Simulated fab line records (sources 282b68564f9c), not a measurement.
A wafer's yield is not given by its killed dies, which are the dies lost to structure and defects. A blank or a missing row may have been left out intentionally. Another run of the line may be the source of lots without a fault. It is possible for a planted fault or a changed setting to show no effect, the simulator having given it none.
The tool behind it: which one?    flow rit cmos    14 lots, 42 wafers sampled, at 3 steps of a route of 202

WHAT EACH GAUGE READ, for each wafer
RIT_NSD_TW_MEAS_10. Usual: for NSD_TW the level is 3139 and the standard deviation is 38.
lot   measured     on             NSD_TW          flag
L711  day 3 05:56  film metro-03  3166 3186 3180  
L712  day 3 08:29  film metro-03  3165 3186 3152  
L714  day 3 17:03  film metro-03  3174 3173 3157  
L715  day 3 20:14  film metro-01  3174 3161 3168  
L717  day 4 05:28  film metro-04  3080 3074 3086  
L719  day 4 18:32  film metro-01  3168 3186 3163  
L720  day 4 21:29  film metro-01  3169 3186 3166  
L722  day 5 07:58  film metro-01  3154 3145 3166  
L723  day 5 11:13  film metro-03  2992 2993 2993  OFF
L724  day 5 17:49  film metro-04  3082 3057 3085  
L726  day 6 07:13  film metro-01  3000 2992 3006  OFF
L731  day 7 12:47  film metro-04  3067 3057 3080  
L732  day 7 17:46  film metro-01  3192 3185 3151  
L734  day 8 05:16  film metro-01  3154 3155 3154  

RIT_SDANNEAL_RS_MEAS_05: uses a four-point probe to measure. Usual: for NSD_RS the level is 84.51 ohm/sq and the standard deviation is 0.28.
lot   measured     on             NSD_RS (ohm/sq)    flag
L711  day 3 08:16  film metro-01  84.05 84.31 84.16  
L712  day 3 10:47  film metro-01  84.72 84.70 84.37  
L714  day 3 19:23  film metro-04  84.43 84.83 84.64  
L715  day 3 22:37  film metro-01  84.16 84.56 84.42  
L717  day 4 07:31  film metro-04  84.45 84.51 84.60  
L719  day 4 20:41  film metro-01  84.43 84.42 84.88  
L720  day 4 23:32  film metro-03  84.55 84.35 84.37  
L722  day 5 10:07  film metro-03  84.64 84.47 84.63  
L723  day 5 13:16  film metro-01  86.06 86.16 86.17  OFF
L724  day 5 19:52  film metro-01  84.66 84.83 85.05  
L726  day 6 09:35  film metro-04  86.07 86.37 86.71  OFF
L731  day 7 14:56  film metro-03  84.87 84.72 84.80  
L732  day 7 19:56  film metro-03  84.91 84.45 84.74  
L734  day 8 07:26  film metro-04  84.36 84.23 84.23  

TOOL THAT RAN EACH LOT (tool first, then ch and the chambers of the sampled wafers, then the start)
lot   RIT_NSD_IMPLANT_08
L711  implanter-04 ch 0, day 3 05:37
L712  implanter-01 ch 0, day 3 08:10
L714  implanter-04 ch 0, day 3 16:44
L715  implanter-01 ch 0, day 3 19:55
L717  implanter-01 ch 0, day 4 05:08
L719  implanter-03 ch 0, day 4 18:13
L720  implanter-04 ch 0, day 4 21:11
L722  implanter-03 ch 0, day 5 07:39
L723  implanter-04 ch 0, day 5 10:54
L724  implanter-03 ch 0, day 5 17:29
L726  implanter-04 ch 0, day 6 06:53
L731  implanter-03 ch 0, day 7 12:28
L732  implanter-03 ch 0, day 7 17:28
L734  implanter-01 ch 0, day 8 04:56
- RIT_NSD_IMPLANT_08

AS READ BY THE TOOLS THEMSELVES (means over the sampled wafers that have a number; for cases with no such wafer, the mark the record gives instead)
RIT_NSD_IMPLANT_08. Usual: beam energy keV 24.999, standard deviation 0.0074.
lot   tool          beam energy keV  flag
L711  implanter-04  25.003           
L712  implanter-01  24.999           
L714  implanter-04  24.998           
L715  implanter-01  25.001           
L717  implanter-01  24.995           
L719  implanter-03  24.998           
L720  implanter-04  25.000           
L722  implanter-03  25.003           
L723  implanter-04  20.497           OFF
L724  implanter-03  24.990           
L726  implanter-04  20.494           OFF
L731  implanter-03  25.004           
L732  implanter-03  25.006           
L734  implanter-01  25.002           

THE ANSWER, worked out from the rows above alone
Rule: a lot is off if the mean of its wafers that have a number lies more than 3 standard deviations from the usual mean. Also off: a lot with no number at a reading for which 4 or more lots have one. Where the step has rows for the other lots, those lots are counted as sound. First the gauges in route order, then the tools' own readings, where a lot's mean is used as printed above. At the first step where some lot is off, the reading lying furthest off is the one used; lots without a number count as furthest.
Off: at RIT_NSD_TW_MEAS_10 (NSD_TW), L723, L726.
A tool fits if, at a process step before that reading, it ran every lot that is off, and no sound lot after the first of them. The gauges at RIT_NSD_TW_MEAS_10 aren't tried: what is off there is off at RIT_NSD_IMPLANT_08 too, on other tools, and a gauge's error can't cause that. One fits: RIT_NSD_IMPLANT_08 on implanter-04. A fault onset in the window from L720 (day 4 21:11, its last sound lot) to L723 (day 5 10:54, its first lot off) fits.
The tool's own readings at RIT_NSD_IMPLANT_08 bear it out: on the lots that are off they differ by more than 5 times the standard deviation of the sound lots' means. beam energy keV reads 20.495 there against 25.000 on the sound lots.

WHAT HAD BEEN PUT IN BY THE SIMULATOR
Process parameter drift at RIT_NSD_IMPLANT_08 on implanter-04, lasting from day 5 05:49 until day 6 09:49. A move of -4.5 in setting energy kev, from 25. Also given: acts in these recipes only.
Struck lots among those shown: L723, L726. The rule above reached the same finding.
